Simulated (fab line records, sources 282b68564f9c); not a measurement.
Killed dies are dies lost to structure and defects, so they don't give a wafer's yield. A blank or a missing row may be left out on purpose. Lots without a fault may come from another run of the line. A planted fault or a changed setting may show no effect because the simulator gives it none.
fab line records | flow rit_cmos | part 1 of 2: steps 1 to 37 of 43
record lots=6 wafers=18 last_day=7
route steps=202 shown SDANNEAL@156 PSD@157 NSD@158 PLDD@159 NLDD@160 SILICIDE@161 CONTACT@168 M1@184
lots that met no fault: from a run of the same line without faults
start_h: hours from the record's first day to the start of the lot's first wafer shown | wait_h: hours since the lot's step before | " the same as in the row above | L1.1+2: a row that stands for several wafers | - no value, or no start given | * or withheld: withheld | < > ~ a bound
route shown NAME@n: a module of which the file shows steps, and the number in the route of the first | usual: mean/standard deviation of fault-free wafers | same: alike in all rows | chamber/n: place in a boat | sites: the reading at each site | _std_site: their standard deviation | _edge_site: outer sites' mean less inner sites' | radius_mm: how far each site lies from the wafer's centre | mask NAME#n: copy n | behind: the tool/chamber that last shaped the wafer | hold: why the lot was held/for how many hours/how that ended | device: the transistor (n, p or np) that didn't switch | end of line: the same wafers' tests at the end of the route | a step without rows: its recipe alone | killed: dies lost to structure and defects at the first sort, not the wafer's yield | map: a wafer's dies, x killed, . not, _ none there
set.NAME: the setting as run; set.NAME@STEP: as run at that earlier step | model.NAME: the simulator's own value behind a step, which no gauge read
lots at some steps of the route; a table a step, a row a wafer
services: from which hour (start_h, from the record's first day; less than 0 if before it) a tool's chamber was out of use, for how many hours, and why
## steps
# step RIT_SDANNEAL_RTA_03
# recipe temp_c=1050 time_s=5 idle_temp_c=600 ramp_up_c_per_s=342 ramp_down_c_per_s=171 cool_to_c=600 ambient=N2
# usual wafer_temp_C_max=1053.5/1.1
# columns lot.wafer tool chamber start_h wait_h wafer_temp_C_max
L618.1 rtp_anneal-02 0 60.26 0.0 1053.5
L618.4 " 0 " " 1052.2
L618.6 " 0 " " 1050.5
L619.2 rtp_anneal-01 0 64.40 0.0 1055.6
L619.5 " 0 " " 1053.9
L619.6 " 0 " " 1054.1
L625.4 rtp_anneal-01 0 96.05 0.0 1054.6
L625.5 " 0 " " 1054.0
L625.6 " 0 " " 1055.7
L628.1 rtp_anneal-02 0 112.20 0.0 1052.5
L628.3 " 0 " " 1054.0
L628.5 " 0 " " 1053.2
L638.1 rtp_anneal-02 0 166.44 0.0 1053.6
L638.4 " 0 " " 1053.6
L638.5 " 0 " " 1054.1
L639.1 rtp_anneal-01 0 170.49 0.0 1053.3
L639.2 " 0 " " 1052.5
L639.6 " 0 " " 1052.7
# step RIT_SDANNEAL_RS_MEAS_04
# recipe thk_meas_gauge=four-point-probe
# usual PSD_RS=115.83/0.29
# columns lot.wafer tool chamber start_h wait_h PSD_RS[ohm/sq]
L618.1 film_metro-04 - 60.32 0.0 115.84
L618.4 " - " " 115.51
L618.6 " - " " 116.17
L619.2 film_metro-04 - 64.47 0.1 115.53
L619.5 " - " " 115.86
L619.6 " - " " 115.76
L625.4 film_metro-02 - 96.14 0.1 115.70
L625.5 " - " " 115.55
L625.6 " - " " 115.61
L628.1 film_metro-01 - 112.26 0.0 116.13
L628.3 " - " " 116.22
L628.5 " - " " 116.17
L638.1 film_metro-01 - 166.50 0.0 115.87
L638.4 " - " " 115.51
L638.5 " - " " 115.80
L639.1 film_metro-01 - 170.55 0.0 115.99
L639.2 " - " " 116.51
L639.6 " - " " 116.05
# step RIT_SDANNEAL_RS_MEAS_05
# recipe thk_meas_gauge=four-point-probe
# usual NSD_RS=84.5/0.33
# columns lot.wafer tool chamber start_h wait_h NSD_RS[ohm/sq]
L618.1 film_metro-04 - 60.44 0.1 84.5
L618.4 " - " " 84.5
L618.6 " - " " 84.2
L619.2 film_metro-04 - 64.59 0.1 84.8
L619.5 " - " " 84.8
L619.6 " - " " 84.5
L625.4 film_metro-02 - 96.26 0.1 84.5
L625.5 " - " " 84.4
L625.6 " - " " 84.6
L628.1 film_metro-01 - 112.38 0.1 84.6
L628.3 " - " " 84.9
L628.5 " - " " 84.9
L638.1 film_metro-01 - 166.62 0.1 84.3
L638.4 " - " " 84.6
L638.5 " - " " 84.6
L639.1 film_metro-01 - 170.67 0.1 84.8
L639.2 " - " " 85.0
L639.6 " - " " 84.6
# step RIT_SDANNEAL_RS_MEAS_06
# recipe thk_meas_gauge=four-point-probe
# usual PLDD_RS=178.5/0.5
# columns lot.wafer tool chamber start_h wait_h PLDD_RS[ohm/sq]
L618.1 film_metro-04 - 60.56 0.1 179.1
L618.4 " - " " 178.2
L618.6 " - " " 178.4
L619.2 film_metro-04 - 64.71 0.1 178.4
L619.5 " - " " 178.2
L619.6 " - " " 178.5
L625.4 film_metro-02 - 96.38 0.1 178.3
L625.5 " - " " 178.2
L625.6 " - " " 178.3
L628.1 film_metro-01 - 112.50 0.1 179.1
L628.3 " - " " 178.6
L628.5 " - " " 178.6
L638.1 film_metro-01 - 166.74 0.1 178.2
L638.4 " - " " 177.9
L638.5 " - " " 178.2
L639.1 film_metro-01 - 170.79 0.1 178.7
L639.2 " - " " 178.7
L639.6 " - " " 177.9
# step RIT_SDANNEAL_RS_MEAS_07
# recipe thk_meas_gauge=four-point-probe
# usual NLDD_RS=151.5/0.45
# columns lot.wafer tool chamber start_h wait_h NLDD_RS[ohm/sq]
L618.1 film_metro-04 - 60.68 0.1 151.6
L618.4 " - " " 151.1
L618.6 " - " " 151.4
L619.2 film_metro-04 - 64.83 0.1 151.6
L619.5 " - " " 151.8
L619.6 " - " " 151.7
L625.4 film_metro-02 - 96.50 0.1 151.6
L625.5 " - " " 151.2
L625.6 " - " " 151.6
L628.1 film_metro-01 - 112.62 0.1 151.5
L628.3 " - " " 151.4
L628.5 " - " " 151.1
L638.1 film_metro-01 - 166.86 0.1 150.6
L638.4 " - " " 151.3
L638.5 " - " " 150.8
L639.1 film_metro-01 - 170.91 0.1 151.9
L639.2 " - " " 151.1
L639.6 " - " " 150.9
# step RIT_SILICIDE_WET_ETCH_00
# recipe chemistry=BOE target=SiO2 target_depth_nm=14 time_s=15 dry=n2_spin dilution=10:1 temp_c=21.5
# step RIT_SILICIDE_SPUTTER_01
# recipe material=Ti target_thk_nm=30 power_w=350 chamber_pressure_pa=0.667 gas=Ar time_s=240 substrate_temp_c=25
# step RIT_SILICIDE_RS_MEAS_02
# recipe thk_meas_gauge=four-point-probe reads=Ti_of_SILICIDE_SPUTTER_01
# usual SILICIDE_TI_RS=47.9/0.71
# columns lot.wafer tool chamber start_h wait_h SILICIDE_TI_RS[ohm/sq]
L618.1 film_metro-01 - 60.96 0.1 47.3
L618.4 " - " " 47.2
L618.6 " - " " 47.4
L619.2 film_metro-03 - 65.12 0.1 47.0
L619.5 " - " " 47.1
L619.6 " - " " 47.0
L625.4 film_metro-03 - 96.78 0.1 48.8
L625.5 " - " " 48.8
L625.6 " - " " 48.5
L628.1 film_metro-03 - 112.92 0.1 48.1
L628.3 " - " " 48.0
L628.5 " - " " 47.7
L638.1 film_metro-02 - 167.14 0.1 48.7
L638.4 " - " " 48.5
L638.5 " - " " 48.4
L639.1 film_metro-02 - 171.20 0.1 47.7
L639.2 " - " " 47.9
L639.6 " - " " 47.3
# step RIT_SILICIDE_THK_MEAS_03
# recipe thk_meas_gauge=xrf reads=Ti_of_SILICIDE_SPUTTER_01
# usual SILICIDE_TI_THK=30.0/0.37
# columns lot.wafer tool chamber start_h wait_h SILICIDE_TI_THK[nm]
L618.1 film_metro-01 - 61.08 0.1 30.2
L618.4 " - " " 30.4
L618.6 " - " " 30.1
L619.2 film_metro-03 - 65.23 0.1 30.5
L619.5 " - " " 30.4
L619.6 " - " " 30.5
L625.4 film_metro-03 - 96.87 0.1 29.5
L625.5 " - " " 29.6
L625.6 " - " " 29.7
L628.1 film_metro-03 - 113.04 0.1 29.7
L628.3 " - " " 29.9
L628.5 " - " " 30.0
L638.1 film_metro-02 - 167.26 0.1 29.7
L638.4 " - " " 29.8
L638.5 " - " " 29.7
L639.1 film_metro-02 - 171.32 0.1 30.1
L639.2 " - " " 29.8
L639.6 " - " " 30.2
# step RIT_SILICIDE_RTA_04
# recipe temp_c=650 time_s=10 idle_temp_c=25 ramp_up_s=5 ramp_down_s=5 cool_to_c=25 ambient=N2
# usual wafer_temp_C_max=655.3/1.1
# columns lot.wafer tool chamber start_h wait_h wafer_temp_C_max
L618.1 rtp_anneal-01 0 61.14 0.1 654.9
L618.4 " 0 " " 655.7
L618.6 " 0 " " 658.5
L619.2 rtp_anneal-02 0 65.29 0.1 654.5
L619.5 " 0 " " 657.5
L619.6 " 0 " " 653.9
L625.4 rtp_anneal-02 0 96.93 0.1 656.2
L625.5 " 0 " " 653.9
L625.6 " 0 " " 654.7
L628.1 rtp_anneal-01 0 113.10 0.1 655.8
L628.3 " 0 " " 654.8
L628.5 " 0 " " 656.2
L638.1 rtp_anneal-01 0 167.32 0.1 657.8
L638.4 " 0 " " 657.1
L638.5 " 0 " " 656.6
L639.1 rtp_anneal-02 0 171.38 0.1 654.3
L639.2 " 0 " " 653.7
L639.6 " 0 " " 653.1
# step RIT_SILICIDE_WET_ETCH_05
# recipe chemistry=SPM target=Ti temp_c=90 time_s=120 dry=n2_spin
# step RIT_SILICIDE_RTA_06
# recipe temp_c=750 time_s=10 idle_temp_c=25 ramp_up_s=5 ramp_down_s=10 cool_to_c=25 ambient=N2
# usual wafer_temp_C_max=755.9/1
# columns lot.wafer tool chamber start_h wait_h wafer_temp_C_max
L618.1 rtp_anneal-02 0 61.26 0.0 756.3
L618.4 " 0 " " 756.2
L618.6 " 0 " " 756.5
L619.2 rtp_anneal-01 0 65.40 0.0 757.2
L619.5 " 0 " " 755.0
L619.6 " 0 " " 756.3
L625.4 rtp_anneal-01 0 97.04 0.0 756.1
L625.5 " 0 " " 755.9
L625.6 " 0 " " 756.6
L628.1 rtp_anneal-02 0 113.20 0.0 755.0
L628.3 " 0 " " 756.1
L628.5 " 0 " " 757.9
L638.1 rtp_anneal-02 0 167.43 0.0 754.5
L638.4 " 0 " " 755.4
L638.5 " 0 " " 753.8
L639.1 rtp_anneal-01 0 171.48 0.0 757.0
L639.2 " 0 " " 756.8
L639.6 " 0 " " 756.5
# step RIT_CONTACT_CVD_00
# recipe material=SiO2 target_thk_nm=400 precursor=TEOS temp_c=390 time_s=61 rf_w=400
# usual heater_power_w=333/55
# columns lot.wafer tool chamber start_h wait_h heater_power_w model.SiO2_of_CONTACT_CVD_00.thk_nm
L618.1 pecvd-04 0 61.32 0.1 313 391.1
L618.4 " 2 " " 337 401.5
L618.6 " 0 " " 234 403.3
L619.2 pecvd-02 1 65.45 0.0 344 398.1
L619.5 " 1 " " 359 403
L619.6 " 2 " " 348 406.5
L625.4 pecvd-02 2 97.10 0.0 290 400.6
L625.5 " 0 " " 311 405.4
L625.6 " 1 " " 282 407
L628.1 pecvd-02 0 113.27 0.1 271 402.7
L628.3 " 1 " " 340 406.3
L628.5 " 0 " " 284 410.5
L638.1 pecvd-01 1 167.50 0.1 462 388.3
L638.4 " 1 " " 467 397.5
L638.5 " 0 " " 362 396.1
L639.1 pecvd-04 2 171.55 0.1 360 395.9
L639.2 " 0 " " 318 399
L639.6 " 2 " " 264 400.3
# step RIT_CONTACT_THK_MEAS_01
# recipe reads=SiO2_of_CONTACT_CVD_00
# usual CONTACT_TEOS_THK=399/4.8
# columns lot.wafer tool chamber start_h wait_h CONTACT_TEOS_THK[nm]
L618.1 film_metro-03 - 61.37 0.0 392
L618.4 " - " " 402
L618.6 " - " " 403
L619.2 film_metro-01 - 65.52 0.0 398
L619.5 " - " " 403
L619.6 " - " " 407
L625.4 film_metro-04 - 97.16 0.0 401
L625.5 " - " " 405
L625.6 " - " " 407
L628.1 film_metro-04 - 113.32 0.0 402
L628.3 " - " " 406
L628.5 " - " " 410
L638.1 film_metro-03 - 167.55 0.0 388
L638.4 " - " " 398
L638.5 " - " " 396
L639.1 film_metro-04 - 171.60 0.0 396
L639.2 " - " " 399
L639.6 " - " " 400
# step RIT_CONTACT_HMDS_02
# recipe prime_time_s=60 prime_temp_c=140
# step RIT_CONTACT_COAT_03
# recipe resist=NOVOLAK spin_rpm=3250 resist_thk_nm=1000
# step RIT_CONTACT_SOFTBAKE_04
# recipe resist=NOVOLAK temp_c=90 time_s=60
# step RIT_CONTACT_EXPOSE_05
# recipe mask_id=M11 na=0.6 source_shape=conventional sigma_outer=0.5 target_cd_nm=1000 dose_mj=250
# step RIT_CONTACT_PEB_06
# recipe resist=NOVOLAK temp_c=withheld time_s=withheld
# step RIT_CONTACT_DEVELOP_07
# recipe resist=NOVOLAK develop_time_s=120 dev_temp_c=23
# step RIT_CONTACT_CD_MEAS_08
# recipe target_cd_nm=1000
# usual cd_nm=1000.1/2.6
# columns lot.wafer tool chamber start_h wait_h cd_nm
L618.1 cd_sem-01 - 62.52 - 998.3
L618.4 " - " " 997.7
L618.6 " - " " 998.0
L619.2 cd_sem-01 - 66.68 - 998.1
L619.5 " - " " 997.5
L619.6 " - " " 999.8
L625.4 cd_sem-02 - 98.21 - 997.9
L625.5 " - " " 1000.4
L625.6 " - " " 998.2
L628.1 cd_sem-01 - 114.35 - 999.4
L628.3 " - " " 999.4
L628.5 " - " " 1000.1
L638.1 cd_sem-02 - 168.57 - 1000.1
L638.4 " - " " 999.0
L638.5 " - " " 1001.5
L639.1 cd_sem-02 - 172.63 - 1002.3
L639.2 " - " " 1002.9
L639.6 " - " " 1002.6
# step RIT_CONTACT_OVL_MEAS_09
# usual CONTACT_OVL=-0.4/1.3
# columns lot.wafer tool chamber start_h wait_h CONTACT_OVL[nm]
L618.1 overlay-01 - 62.64 0.1 -2.3
L618.4 " - " " -0.9
L618.6 " - " " -3.1
L619.2 overlay-01 - 66.78 0.1 -0.7
L619.5 " - " " -0.4
L619.6 " - " " -0.6
L625.4 overlay-01 - 98.29 0.1 -1.6
L625.5 " - " " -2.0
L625.6 " - " " -1.0
L628.1 overlay-01 - 114.47 0.1 0.3
L628.3 " - " " -1.5
L628.5 " - " " -0.3
L638.1 overlay-02 - 168.69 0.1 -1.4
L638.4 " - " " -1.0
L638.5 " - " " -4.1
L639.1 overlay-02 - 172.75 0.1 0.8
L639.2 " - " " -0.9
L639.6 " - " " -0.4
# step RIT_CONTACT_HARDBAKE_10
# recipe resist=NOVOLAK temp_c=140 time_s=60
# step RIT_CONTACT_ETCH_11
# recipe target_depth_a=4800 over_etch_frac=0.2 stop_on=TiSi2 chemistry=CHF3/CF4/Ar target=SiO2 CHF3_flow_sccm=50 cf4_flow_sccm=10 Ar_flow_sccm=100 O2_flow_sccm=5 pressure_mtorr=100 rf_w=200 time_s=320
# usual CHF3_flow_sccm=50.00/0.15 O2_flow_sccm=5.001/0.014 drypump_motor_current_A=5.6/0.47 oes_product_au=0.987/0.013 throttle_valve_pct=8.87/0.14
# columns lot.wafer tool chamber start_h wait_h CHF3_flow_sccm O2_flow_sccm drypump_motor_current_A oes_product_au rf_hours_counter_h throttle_valve_pct model.CONTACT.feature_depth_nm model.etch.depth_nm
L618.1 rie_diel-04 1 62.83 0.1 50.00 4.990 5.8 0.991 21 9.07 391.1 391.1
L618.4 " 0 " " 50.15 4.989 5.5 0.981 13 9.12 401.5 401.5
L618.6 " 0 " " 50.10 5.013 5.5 1.001 - 9.14 403.3 403.3
L619.2 rie_diel-04 3 67.06 0.1 49.90 5.018 5.1 0.981 146 8.74 398.1 398.1
L619.5 " 2 " " 49.99 4.993 5.2 1.000 - 8.93 403 403
L619.6 " 3 " " 49.94 5.023 5.1 0.994 - 8.74 406.5 406.5
L625.4 rie_diel-04 1 98.55 0.1 50.09 4.979 5.8 0.995 21 9.08 400.6 400.6
L625.5 " 2 " " 49.94 5.005 5.2 0.982 - 8.93 405.4 405.4
L625.6 " 1 " " 50.08 5.000 5.7 0.999 - 9.08 407 407
L628.1 rie_diel-02 0 114.65 0.1 50.05 5.013 5.4 0.957 10 8.70 402.7 402.7
L628.3 " 1 " " 49.91 5.009 4.9 1.002 74 8.82 406.3 406.3
L628.5 " 2 " " 49.98 4.971 5.4 0.990 - 8.86 410.5 410.5
L638.1 rie_diel-04 0 168.88 0.1 50.10 4.979 5.5 0.993 15 9.13 388.3 388.3
L638.4 " 1 " " 50.03 5.022 5.8 0.995 - 9.05 397.5 397.5
L638.5 " 1 " " 50.02 5.007 5.8 0.992 - 9.08 396.1 396.1
L639.1 rie_diel-02 3 172.93 0.1 49.81 5.004 5.3 0.970 19 8.86 395.9 395.9
L639.2 " 0 " " 50.08 4.994 5.4 0.955 11 8.70 399 399
L639.6 " 0 " " 49.75 5.000 5.4 0.961 - 8.68 400.3 400.3
# step RIT_CONTACT_STRIP_12
# recipe chemistry=O2 time_s=180 resist=NOVOLAK platen_temp_c=withheld power_w=500 pressure_mtorr=4000 o2_flow_sccm=4000
# usual drypump_motor_current_A=5.6/0.34
# columns lot.wafer tool chamber start_h wait_h drypump_motor_current_A rf_hours_counter_h
L618.1 plasma_asher-02 1 63.02 0.1 5.1 43
L618.4 " 0 " " 5.5 -
L618.6 " 1 " " 5.1 -
L619.2 plasma_asher-03 1 67.25 0.1 5.7 29
L619.5 " 1 " " 5.7 -
L619.6 " 0 " " 6.2 -
L625.4 plasma_asher-03 1 98.80 0.2 5.7 -
L625.5 " 0 " " 6.2 -
L625.6 " 1 " " 5.7 -
L628.1 plasma_asher-02 0 114.85 0.1 5.5 48
L628.3 " 0 " " 5.5 -
L628.5 " 1 " " 5.1 -
L638.1 plasma_asher-01 1 169.17 0.2 5.5 6
L638.4 " 1 " " 5.5 -
L638.5 " 0 " " 5.5 -
L639.1 plasma_asher-02 0 173.13 0.1 5.5 54
L639.2 " 1 " " 5.1 54
L639.6 " 1 " " 5.1 -
# step RIT_CONTACT_CD_MEAS_90
# recipe target_cd_nm=1000
# usual cd_nm=1000.0/2.5
# columns lot.wafer tool chamber start_h wait_h cd_nm
L618.1 cd_sem-02 - 63.20 0.1 997.9
L618.4 " - " " 997.6
L618.6 " - " " 998.2
L619.2 cd_sem-02 - 67.45 0.1 998.3
L619.5 " - " " 997.2
L619.6 " - " " 1000.1
L625.4 cd_sem-02 - 98.98 0.1 997.6
L625.5 " - " " 1000.5
L625.6 " - " " 998.1
L628.1 cd_sem-01 - 115.02 0.1 998.5
L628.3 " - " " 999.7
L628.5 " - " " 1000.1
L638.1 cd_sem-02 - 169.35 0.1 999.3
L638.4 " - " " 998.8
L638.5 " - " " 1000.7
L639.1 cd_sem-01 - 173.30 0.1 1001.9
L639.2 " - " " 1002.9
L639.6 " - " " 1002.4
# step RIT_CONTACT_CLEAN_13
# recipe chemistry=SC1 mix=3:3:50 time_s=600 temp_c=75
# step RIT_CONTACT_CLEAN_14
# recipe chemistry=SC2 mix=3:3:50 time_s=600 temp_c=75 dry=n2_spin
# step RIT_M1_SPUTTER_00
# recipe material=Al target_thk_nm=400 power_w=2000 chamber_pressure_pa=0.4 gas=Ar time_s=500 substrate_temp_c=25
# usual throttle_valve_pct=30.5/0.77
# columns lot.wafer tool chamber start_h wait_h throttle_valve_pct
L618.1 pvd_sputter-04 - 63.67 0.0 31.2
L618.4 " - " " 31.0
L618.6 " - " " 30.5
L619.2 pvd_sputter-03 - 67.91 0.0 30.3
L619.5 " - " " 30.5
L619.6 " - " " 30.6
L625.4 pvd_sputter-03 - 99.59 0.0 28.1
L625.5 " - " " 30.4
L625.6 " - " " 30.6
L628.1 pvd_sputter-03 - 115.67 0.0 28.1
L628.3 " - " " 30.8
L628.5 " - " " 31.0
L638.1 pvd_sputter-03 - 169.83 0.0 28.4
L638.4 " - " " 30.4
L638.5 " - " " 28.3
L639.1 pvd_sputter-03 - 173.77 0.0 28.1
L639.2 " - " " 30.1
L639.6 " - " " 30.5
# step RIT_M1_RS_MEAS_01
# recipe thk_meas_gauge=four-point-probe reads=Al_of_M1_SPUTTER_00
# usual M1_AL_RS=0.0732/0.00067
# columns lot.wafer tool chamber start_h wait_h M1_AL_RS[ohm/sq]
L618.1 film_metro-01 - 63.96 0.1 0.0739
L618.4 " - " " 0.0736
L618.6 " - " " 0.0738
L619.2 film_metro-02 - 68.23 0.2 0.0738
L619.5 " - " " 0.0735
L619.6 " - " " 0.0730
L625.4 film_metro-02 - 99.95 0.2 0.0733
L625.5 " - " " 0.0742
L625.6 " - " " 0.0740
L628.1 film_metro-01 - 115.96 0.1 0.0743
L628.3 " - " " 0.0746
L628.5 " - " " 0.0741
L638.1 film_metro-04 - 170.13 0.1 0.0728
L638.4 " - " " 0.0735
L638.5 " - " " 0.0728
L639.1 film_metro-04 - 174.07 0.1 0.0738
L639.2 " - " " 0.0737
L639.6 " - " " 0.0744
# step RIT_M1_THK_MEAS_02
# recipe thk_meas_gauge=xrf reads=Al_of_M1_SPUTTER_00
# usual M1_AL_THK=402/3.5
# columns lot.wafer tool chamber start_h wait_h M1_AL_THK[nm]
L618.1 film_metro-01 - 64.08 0.1 395
L618.4 " - " " 401
L618.6 " - " " 397
L619.2 film_metro-02 - 68.34 0.1 399
L619.5 " - " " 401
L619.6 " - " " 402
L625.4 film_metro-02 - 100.04 0.1 401
L625.5 " - " " 396
L625.6 " - " " 396
L628.1 film_metro-01 - 116.08 0.1 396
L628.3 " - " " 396
L628.5 " - " " 396
L638.1 film_metro-04 - 170.25 0.1 404
L638.4 " - " " 401
L638.5 " - " " 404
L639.1 film_metro-04 - 174.19 0.1 399
L639.2 " - " " 399
L639.6 " - " " 397
# step RIT_M1_HMDS_03
# recipe prime_time_s=60 prime_temp_c=140
# step RIT_M1_COAT_04
# recipe resist=NOVOLAK spin_rpm=2000 resist_thk_nm=1300
# step RIT_M1_SOFTBAKE_05
# recipe resist=NOVOLAK temp_c=90 time_s=60
# step RIT_M1_EXPOSE_06
# recipe mask_id=M12 na=0.6 source_shape=conventional sigma_outer=0.5 target_cd_nm=2600 dose_mj=250
# step RIT_M1_PEB_07
# recipe resist=NOVOLAK temp_c=withheld time_s=withheld
# step RIT_M1_DEVELOP_08
# recipe resist=NOVOLAK develop_time_s=68 dev_temp_c=23
## key
first_sign none at tools or gauges
model_effect step=RIT_CONTACT_CVD_00 value=SiO2_of_CONTACT_CVD_00.thk_nm without=398.1 struck=405.4
model_effect step=RIT_CONTACT_ETCH_11 value=CONTACT.feature_depth_nm without=398.1 struck=405.4
model_effect step=RIT_M1_METAL_ETCH_12 value=SiO2_of_CONTACT_CVD_00.thk_nm without=361.3 struck=368.7
met_at RIT_CONTACT_CVD_00
struck_wafers L625.4,L625.5,L625.6,L628.1,L628.3,L628.5
tester_left_out L625,L628
onset_between 65.45 97.10
fault kind=process_parameter_drift tool=pecvd-02 chamber=- onset_h=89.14 steps=RIT_CONTACT_CVD_00 channel=target_thk_nm offset=7.3331 shape=step end_h=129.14 stated=400
# tester_left_out: of these lots the tester's yield and bins aren't shown, on N5 and GAA mostly nor the transistor test; their killed dies are dies lost to structure and defects alone, not to doping, threshold or leakage, so they don't give the yield
